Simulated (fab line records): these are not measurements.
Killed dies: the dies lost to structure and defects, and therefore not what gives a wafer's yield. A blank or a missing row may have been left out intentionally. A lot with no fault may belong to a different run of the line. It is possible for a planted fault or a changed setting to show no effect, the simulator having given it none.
A struck lot beside a sound one	flow rit_cmos	17 out of 202 route steps
Sound: these wafers, L672.1, L672.3, L672.4. Wafers struck: L680.2, L680.3, L680.6. Last of all comes the cause.
Each step with rows lists, per side, the tool, then ch with its chambers, then its first start. Under that, the readings that differ: sound wafers	struck wafers	difference of the means	sigmas: that difference in standard deviations of wafers without a fault.
alike: same words and numbers on both sides, and readings whose means sit less than 2 such deviations apart. not compared: any withheld reading, any reading some wafer has no value for, any bound like >300 that may hide the same value, and any number with overlapping values for which the record gives no deviation.
A row with sigmas, a row that says differs or no value, or rows on one side alone: a step with any of these is where the two part. Numbers that have no deviation but don't overlap get no sigmas and don't part them. Lack of a reading on every wafer of one side parts them only where that side has two or more wafers.

first, 4 steps without rows for these wafers: RIT_NSD_SOFTBAKE_02 (time 60 s); RIT_NSD_EXPOSE_03 (exposes mask M9, target cd 40700 nm); RIT_NSD_PEB_04; RIT_NSD_DEVELOP_05 (develop time 50 s).
RIT_NSD_OVL_MEAS_06:
  struck on overlay-01, day 5 14:34; sound on overlay-02, day 3 19:43
  alike: NSD_OVL
then, 2 steps without rows for these wafers: RIT_NSD_HARDBAKE_07 (time 60 s); RIT_NSD_IMPLANT_08.
RIT_NSD_STRIP_09: strips in O2, time 180 s.
  sound on plasma_asher-04 ch 0,1, day 3 20:04; struck on plasma_asher-02 ch 0,1, day 5 14:53
  alike: drypump_motor_current_A
  not compared: rf_hours_counter_h
RIT_NSD_TW_MEAS_10:
  struck on film_metro-02, day 5 15:05; sound on film_metro-02, day 3 20:14
  alike: NSD_TW
then, 3 steps without rows for these wafers: RIT_PSD_HMDS_00 (prime time 60 s); RIT_PSD_COAT_01 (resist thk 1000 nm); RIT_PSD_SOFTBAKE_02 (time 60 s).
RIT_PSD_EXPOSE_03: exposes mask M10, target cd 40900 nm.
  sound on iline_stepper-01 ch 0, day 3 20:44; struck on iline_stepper-01 ch 0, day 5 15:43
reading	sound	struck	difference	sigmas
focus_offset_nm (nm)	0.9 0.7 0.0	-0.1 -0.4 -1.0	-1.0	-2
model.PSD.overlay_x_nm (nm)	1.728 1.728 1.728	3536 3536 3536	+3534	
  alike: mask
then, 2 steps without rows for these wafers: RIT_PSD_PEB_04; RIT_PSD_DEVELOP_05 (develop time 50 s).
RIT_PSD_OVL_MEAS_06:
  struck on overlay-02, day 5 16:19; sound on overlay-01, day 3 21:08
reading	sound	struck	difference	sigmas
PSD_OVL (nm)	0.9 2.4 1.6	3538.9 3538.7 3538.7	+3537.1	+99 or more
  not compared: hold
RIT_M1_PROBE_99:
  the record has rows for the sound wafers here (prober-02, day 4 06:05) and none for the struck ones

## WHERE THEY PART
At RIT_PSD_EXPOSE_03 first; at RIT_M1_PROBE_99 last (within this record only).

WHY: what had been put in by the simulator
Scanner matching overlay: iline_stepper-01, from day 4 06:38 on, at RIT_PSD_EXPOSE_03. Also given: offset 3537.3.
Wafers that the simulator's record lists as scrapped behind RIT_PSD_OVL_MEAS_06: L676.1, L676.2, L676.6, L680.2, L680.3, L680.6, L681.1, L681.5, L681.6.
